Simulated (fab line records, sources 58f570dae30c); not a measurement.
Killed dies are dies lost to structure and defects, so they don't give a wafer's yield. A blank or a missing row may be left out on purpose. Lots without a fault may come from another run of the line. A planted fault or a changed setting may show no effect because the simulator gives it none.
Which tool did it? | flow berkeley_cmos170 | 7 lots, 21 wafers sampled, at 3 steps of a route of 331

WHAT THE GAUGES READ, wafer by wafer
UCB170_SDANNEAL_RS_MEAS_03: measures by four-point-probe.
lot  | measured     | on            | NSD_RS (ohm/sq)
L123 | day 7 12:20  | film_metro-01 | 37.29 37.22 37.22
L125 | day 8 01:37  | film_metro-03 | 37.40 37.39 37.31
L127 | day 8 12:59  | film_metro-01 | 37.25 37.27 37.26
L130 | day 9 04:48  | film_metro-02 | 33.02 33.03 33.02 32.97 33.05 33.00
L138 | day 11 00:26 | film_metro-02 | 37.22 37.14 37.18
L141 | day 11 10:39 | film_metro-02 | 37.26 37.23 37.15
L144 | day 11 16:14 | film_metro-03 | 37.17 37.21 37.23

WHICH TOOL RAN EACH LOT (tool, then ch and the chambers of the sampled wafers, then the start)
lot  | UCB170_NSD_IMPLANT_08           | UCB170_NSD_STRIP_09
L123 | implanter-01 ch 0, day 7 10:41  | plasma_asher-02 ch 0,1, day 7 10:48
L125 | implanter-03 ch 0, day 8 00:04  | plasma_asher-01 ch 0,1, day 8 00:12
L127 | implanter-03 ch 0, day 8 11:30  | plasma_asher-01 ch 1, day 8 11:39
L130 | implanter-03 ch 0, day 9 02:40  | plasma_asher-02 ch 0,1, day 9 02:48
L138 | implanter-01 ch 0, day 10 22:40 | plasma_asher-03 ch 1, day 10 22:49
L141 | implanter-04 ch 0, day 11 08:57 | plasma_asher-01 ch 0, day 11 09:04
L144 | implanter-01 ch 0, day 11 14:45 | plasma_asher-02 ch 0,1, day 11 14:52
- UCB170_NSD_IMPLANT_08
- UCB170_NSD_STRIP_09: strips in O2.

THE ANSWER, worked out from the rows above alone
Rule: what is usual is taken from the lots themselves. Put in order of their means at a reading, lots are off if they are a third of the lots or fewer, leave a main group of 4 or more, and stand apart from it by a gap of 3 or more times the standard deviation of the main group's means; of several such gaps the widest counts. A main group whose means are all the same, to the digits that the tables above print for the reading, isn't used. A lot without any number at a reading at which 4 lots or more have one is off too. The other lots that the step has rows for count as sound.
Off: L130, at UCB170_SDANNEAL_RS_MEAS_03 (NSD_RS). The main group: mean 37.24 ohm/sq, standard deviation 0.061.
A tool fits if, at a process step before that reading, it ran every lot that is off, and no sound lot after the first of them. The gauges at UCB170_SDANNEAL_RS_MEAS_03 are tried like those tools. One fits: implanter-03 at UCB170_NSD_IMPLANT_08. Its last sound lot is L127 (day 8 11:30), its first lot that is off L130 (day 9 02:40): a fault that began between those two fits.

WHAT THE SIMULATOR HAD PUT IN
Process parameter drift: implanter-03, from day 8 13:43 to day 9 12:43, at UCB170_NSD_IMPLANT_08. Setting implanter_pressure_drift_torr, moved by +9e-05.
Process parameter drift: implanter-03, from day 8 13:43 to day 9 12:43, at UCB170_NSD_IMPLANT_08. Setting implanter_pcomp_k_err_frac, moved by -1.
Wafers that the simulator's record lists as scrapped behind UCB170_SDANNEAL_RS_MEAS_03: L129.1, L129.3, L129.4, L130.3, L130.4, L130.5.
Lots struck among those shown: L130. The rule above found the same.
